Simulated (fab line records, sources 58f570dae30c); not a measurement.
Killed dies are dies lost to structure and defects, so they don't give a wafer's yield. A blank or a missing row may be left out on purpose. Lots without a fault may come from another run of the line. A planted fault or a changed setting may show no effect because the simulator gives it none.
A struck lot beside a sound one | flow berkeley_cmos170 | 14 steps out of a route of 331
Sound: wafers L244.1, L244.3, L244.4. Struck: wafers L257.1, L257.3, L257.6. The cause comes at the end.
At each step with rows: each side's tool, then ch and its chambers, then its first start. Under that, the readings that differ: sound wafers | struck wafers | difference of the means | sigmas: that difference in standard deviations of wafers without a fault.
alike: readings whose means differ by less than 2 such deviations, and words and numbers that are the same on both sides. not compared: withheld readings, readings that some wafer has no value for, bounds like >300 that may hide the same value, and numbers for which the record gives no deviation and whose values overlap.
The two part at a step that has a row with sigmas, a row that says differs or no value, or rows on one side only. Numbers that don't overlap but have no deviation are shown without sigmas and don't part them. A reading that every wafer of one side lacks parts them only if that side has two wafers or more.

first, 1 step without rows for these wafers: UCB170_PSD_DEVELOP_05 (develop time 45 s).
UCB170_PSD_CD_MEAS_06: target cd 1200 nm.
  sound on cd_sem-01, day 8 04:38; struck on cd_sem-02, day 9 17:42
  alike: cd_nm
UCB170_PSD_OVL_MEAS_07:
  sound on overlay-02, day 8 04:46; struck on overlay-01, day 9 17:49
  alike: PSD_OVL
then, 1 step without rows for these wafers: UCB170_PSD_IMPLANT_08.
UCB170_PSD_STRIP_09: strips in O2.
  sound on plasma_asher-03 ch 0,1, day 8 04:57; struck on plasma_asher-02 ch 0,1, day 9 18:01
  alike: chamber_pressure_mTorr, drypump_motor_current_A, oes_product_au, strip_time_to_endpoint_s
  not compared: rf_hours_counter_h
UCB170_PSD_TW_MEAS_10:
  sound on film_metro-01, day 8 05:03; struck on film_metro-01, day 9 18:07
  alike: PSD_TW
then, 6 steps without rows for these wafers: UCB170_PSD_CLEAN_11 (cleans in SPM, time 600 s); UCB170_NSD_HMDS_00 (prime time 60 s); UCB170_NSD_COAT_01 (resist thk 892.1 nm); UCB170_NSD_SOFTBAKE_02 (time 60 s); UCB170_NSD_EXPOSE_03 (exposes mask NSELECT MOD, target cd 1200 nm); UCB170_NSD_PEB_04.
UCB170_NSD_DEVELOP_05: develop time 45 s.
  sound on litho_track-04 ch 0, day 8 06:00; struck on litho_track-03, day 9 20:00
  no value came back on the struck wafers for chill_plate_temp_C (C), develop_time_s (s); on the sound wafers chill_plate_temp_C (C) reads 22.93 22.87 22.92
  reading                              | sound             | struck            | difference | sigmas
  model.KrF_of_NSD_COAT_01.thk_nm (nm) | 874.9 873.5 874.1 | 893.2 890.2 893.5 | +18.1      |
UCB170_NSD_CD_MEAS_06: target cd 1200 nm.
  sound on cd_sem-01, day 8 07:10; struck on cd_sem-02, day 9 20:41
  reading    | sound                | struck | difference                    | sigmas
  cd_nm (nm) | 1199.6 1199.4 1199.8 | - - -  | no value on the struck wafers |

WHERE THEY PART
First at UCB170_NSD_DEVELOP_05; last, within this record, at UCB170_NSD_CD_MEAS_06.

WHY: what the simulator had put in
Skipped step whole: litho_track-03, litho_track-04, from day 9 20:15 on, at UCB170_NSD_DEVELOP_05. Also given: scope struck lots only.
